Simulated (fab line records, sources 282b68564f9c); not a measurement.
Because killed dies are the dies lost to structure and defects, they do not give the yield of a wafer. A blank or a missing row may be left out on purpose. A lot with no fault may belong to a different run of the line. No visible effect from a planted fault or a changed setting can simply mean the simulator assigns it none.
Struck lot and sound lot, side by side || flow rit-cmos || 28 steps out of a route of 202
Sound: wafers L398.1, L398.2, L398.5. Struck: wafers L413.1, L413.5. (L413.3 of the same lot was not struck and is left out.) The cause comes at the end.
At each step with rows: each side's tool, then ch and its chambers, then its first start. Under that, the readings that differ: sound wafers || struck wafers || difference of the means || sigmas: that difference in standard deviations of wafers without a fault.
alike: readings with means less than 2 such deviations apart, plus words and numbers identical on both sides. not compared: withheld readings, readings lacking a value on some wafer, bounds such as >300 that could conceal the same value, and numbers that have no deviation in the record and whose values overlap.
A row with sigmas, a row that says differs or no value, or rows on one side alone: a step with any of these is where the two part. Numbers that have no deviation but don't overlap get no sigmas and don't part them. A reading that every wafer of one side lacks parts them only if that side has two wafers or more.

RIT_SDANNEAL_RTA_03: time 5 s.
  sound on rtp-anneal-02 ch 0, day 3 17:04; struck on rtp-anneal-02 ch 0, day 6 20:38
  alike: ramp-down-c-per-s, wafer_temp_C_max
RIT_SDANNEAL_RS_MEAS_04: measurement is done with a four-point probe.
  sound: film-metro-04 at day 3 17:07; struck: film-metro-02 at day 6 20:42
  alike: PSD_RS
RIT_SDANNEAL_RS_MEAS_05: measurement is done with a four-point probe.
  sound: film-metro-04 at day 3 17:14; struck: film-metro-02 at day 6 20:49
  alike: NSD_RS
RIT_SDANNEAL_RS_MEAS_06: measurement is done with a four-point probe.
  sound: film-metro-04 at day 3 17:22; struck: film-metro-02 at day 6 20:56
  alike: PLDD_RS
RIT_SDANNEAL_RS_MEAS_07: measurement is done with a four-point probe.
  sound: film-metro-04 at day 3 17:29; struck: film-metro-02 at day 6 21:04
  alike: NLDD_RS
then, 1 step without rows for these wafers: RIT_SILICIDE_WET_ETCH_00 (etches SiO2 in BOE, target depth 14 nm, time 15 s).
RIT_SILICIDE_SPUTTER_01: material Ti, target thk 30 nm, time 240 s.
  sound: pvd-sputter-04 at day 3 17:37; struck: pvd-sputter-01 at day 6 21:12
  alike: throttle-valve-pct
RIT_SILICIDE_RS_MEAS_02: measurement is done with a four-point probe.
  sound: film-metro-03 at day 3 17:46; struck: film-metro-03 at day 6 21:21
{"reading": "SILICIDE_TI_RS (ohm/sq)", "sound": "49.1 48.9 49.0", "struck": "47.2 47.0", "difference": -1.9, "sigmas": -3}
RIT_SILICIDE_THK_MEAS_03: measures by xrf.
  sound: film-metro-03 at day 3 17:53; struck: film-metro-03 at day 6 21:28
{"reading": "SILICIDE_TI_THK (nm)", "sound": "29.7 29.9 29.9", "struck": "30.7 30.7", "difference": "+0.9", "sigmas": "+2"}
RIT_SILICIDE_RTA_04: time 10 s, ramp up 5 s, ramp down 5 s.
  sound on rtp-anneal-01 ch 0, day 3 17:56; struck on rtp-anneal-02 ch 0, day 6 21:32
  alike: wafer_temp_C_max
then, 1 step without rows for these wafers: RIT_SILICIDE_WET_ETCH_05 (etches Ti in SPM, time 120 s).
RIT_SILICIDE_RTA_06: time 10 s, ramp up 5 s, ramp down 10 s.
  sound on rtp-anneal-02 ch 0, day 3 18:06; struck on rtp-anneal-02 ch 0, day 6 21:38
  alike: wafer_temp_C_max
RIT_CONTACT_CVD_00: deposits SiO2 from TEOS, target thk 400 nm, time 61 s.
  sound on pecvd-02 ch 0,1,2, day 3 18:10; struck on pecvd-02 ch 2, day 6 21:42
{"reading": "model.SiO2_of_CONTACT_CVD_00.thk-nm (nm)", "sound": "400.5 395.4 403.1", "struck": "495.7 502.7", "difference": "+99.5", "sigmas": ""}
  alike: heater-power-w
RIT_CONTACT_THK_MEAS_01:
  sound: film-metro-01 at day 3 18:13; struck: film-metro-04 at day 6 21:45
{"reading": "CONTACT_TEOS_THK (nm)", "sound": "400 396 403", "struck": "496 503", "difference": "+100", "sigmas": "+18"}
then, 6 steps without rows for these wafers: RIT_CONTACT_HMDS_02 (prime time 60 s); RIT_CONTACT_COAT_03 (resist thk 1000 nm); RIT_CONTACT_SOFTBAKE_04 (time 60 s); RIT_CONTACT_EXPOSE_05 (exposes mask M11, target cd 1000 nm); RIT_CONTACT_PEB_06; RIT_CONTACT_DEVELOP_07 (develop time 120 s).
RIT_CONTACT_CD_MEAS_08: the cd target is 1000 nm.
  sound: cd-sem-01 at day 3 19:34; struck: cd-sem-02 at day 6 22:47
  alike: cd-nm
RIT_CONTACT_OVL_MEAS_09:
  sound: overlay-02 at day 3 19:41; struck: overlay-02 at day 6 22:54
  alike: CONTACT_OVL
then, 1 step without rows for these wafers: RIT_CONTACT_HARDBAKE_10 (time 60 s).
RIT_CONTACT_ETCH_11: etches SiO2 in CHF3/CF4/Ar, stops on TiSi2, target depth 480 nm, time 320 s.
  sound on rie-diel-03 ch 0,3, day 3 19:53; struck on rie-diel-01 ch 1, day 6 23:05
{"reading": "model.etch.depth-nm (nm)", "sound": "400.5 395.4 403.1", "struck": "471.7 471", "difference": "+71.7", "sigmas": ""}
{"reading": "model.CONTACT.feature-depth-nm (nm)", "sound": "400.5 395.4 403.1", "struck": "471.7 471", "difference": "+71.7", "sigmas": ""}
  alike: CHF3_flow_sccm, drypump-motor-current-A, oes-product-au, throttle-valve-pct
  not compared: rf-hours-counter-h
RIT_CONTACT_STRIP_12: strips in O2, time 180 s.
  sound on plasma-asher-02 ch 0,1, day 3 20:04; struck on plasma-asher-01 ch 0, day 6 23:17
  alike: drypump-motor-current-A
  not compared: rf-hours-counter-h
RIT_CONTACT_CD_MEAS_90: the cd target is 1000 nm.
  sound: cd-sem-01 at day 3 20:15; struck: cd-sem-01 at day 6 23:27
  alike: cd-nm
RIT_CONTACT_CLEAN_13: cleans in SC1, time 600 s.
  sound on wet-bench-02 ch 1, day 3 20:22; struck on wet-bench-02 ch 3, day 6 23:34
{"reading": "model.SiO2_of_CONTACT_CVD_00.thk-nm (nm)", "sound": "396.4 391.4 399.1", "struck": "491.6 498.6", "difference": "+99.5", "sigmas": ""}
  alike: temp-c
then, 1 step without rows for these wafers: RIT_CONTACT_CLEAN_14 (cleans in SC2, time 600 s).

WHERE THEY PART
At RIT_SILICIDE_RS_MEAS_02 first; at RIT_CONTACT_THK_MEAS_01 last (within this record only). Later steps at which nothing parts them and some readings are alike: RIT_CONTACT_CD_MEAS_08, RIT_CONTACT_OVL_MEAS_09, RIT_CONTACT_ETCH_11, RIT_CONTACT_STRIP_12, RIT_CONTACT_CD_MEAS_90, RIT_CONTACT_CLEAN_13.

WHY: what had been put in by the simulator
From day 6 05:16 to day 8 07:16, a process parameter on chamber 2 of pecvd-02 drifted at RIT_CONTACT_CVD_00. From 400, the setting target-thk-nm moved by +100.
